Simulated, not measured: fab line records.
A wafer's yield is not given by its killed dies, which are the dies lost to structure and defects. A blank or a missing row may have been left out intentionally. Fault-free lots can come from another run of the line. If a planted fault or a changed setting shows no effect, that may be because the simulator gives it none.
Which tool did it?	flow berkeleyCmos170	18 wafers from 6 lots sampled at 2 of the route's 331 steps

WHAT THE GAUGES READ, wafer by wafer
UCB170_NLDD_OVL_MEAS_07.
lot	measured	on	NLDD_OVL (nm)
L465	day 6 03:38	overlay-02	-7 -8 -8
L468	day 7 03:39	overlay-02	3 -8 -3
L471	day 8 04:00	overlay-01	254 255 264
L474	day 8 08:46	overlay-02	5 -1 0
L476	day 8 13:37	overlay-02	249 252 255
L484	day 10 20:05	overlay-01	5 2 7

WHAT TOOL EACH LOT RAN ON (gives the tool, then ch and the chambers of the sampled wafers, and finally the start)
lot	UCB170_NLDD_EXPOSE_03
L465	krfScanner-01 ch 0, day 6 03:07
L468	krfScanner-02 ch 0, day 7 02:47
L471	krfScanner-02 ch 0, day 8 03:27
L474	krfScanner-01 ch 0, day 8 07:53
L476	krfScanner-02 ch 0, day 8 13:07
L484	krfScanner-01 ch 0, day 10 19:36
- UCB170_NLDD_EXPOSE_03: exposes mask NSELECT, target cd 1200 nm.

THE ANSWER, worked out from the rows above alone
Rule: usual is defined by the lots themselves. The widest of any qualifying gaps counts: lots, ordered by their means at a reading, are off when they make up no more than a third of the lots, leave a main group of 4 or more, and stand apart from it by 3 or more times the standard deviation of that group's means. A main group is skipped when, at the precision printed for the reading in the tables above, its means are all equal. Also off: a lot with no number at a reading for which 4 or more lots have one. The other lots that the step has rows for count as sound.
Off: L471, L476, at UCB170_NLDD_OVL_MEAS_07 (NLDD_OVL). Main group: mean -1 nm, sd 4.6.
A tool fits if, at a process step before that reading, it ran every lot that is off, and no sound lot after the first of them. Gauges at UCB170_NLDD_OVL_MEAS_07: tried the same way as those tools. One candidate fits, namely krfScanner-02 at UCB170_NLDD_EXPOSE_03. A fault onset in the window from L468 (day 7 02:47, its last sound lot) to L471 (day 8 03:27, its first lot off) fits.

WHAT THE SIMULATOR HAD PUT IN
Scanner matching overlay: krfScanner-02, from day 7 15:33 on, at UCB170_NLDD_EXPOSE_03. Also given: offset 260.
Shown lots that were struck: L471, L476. Same finding as the rule above.
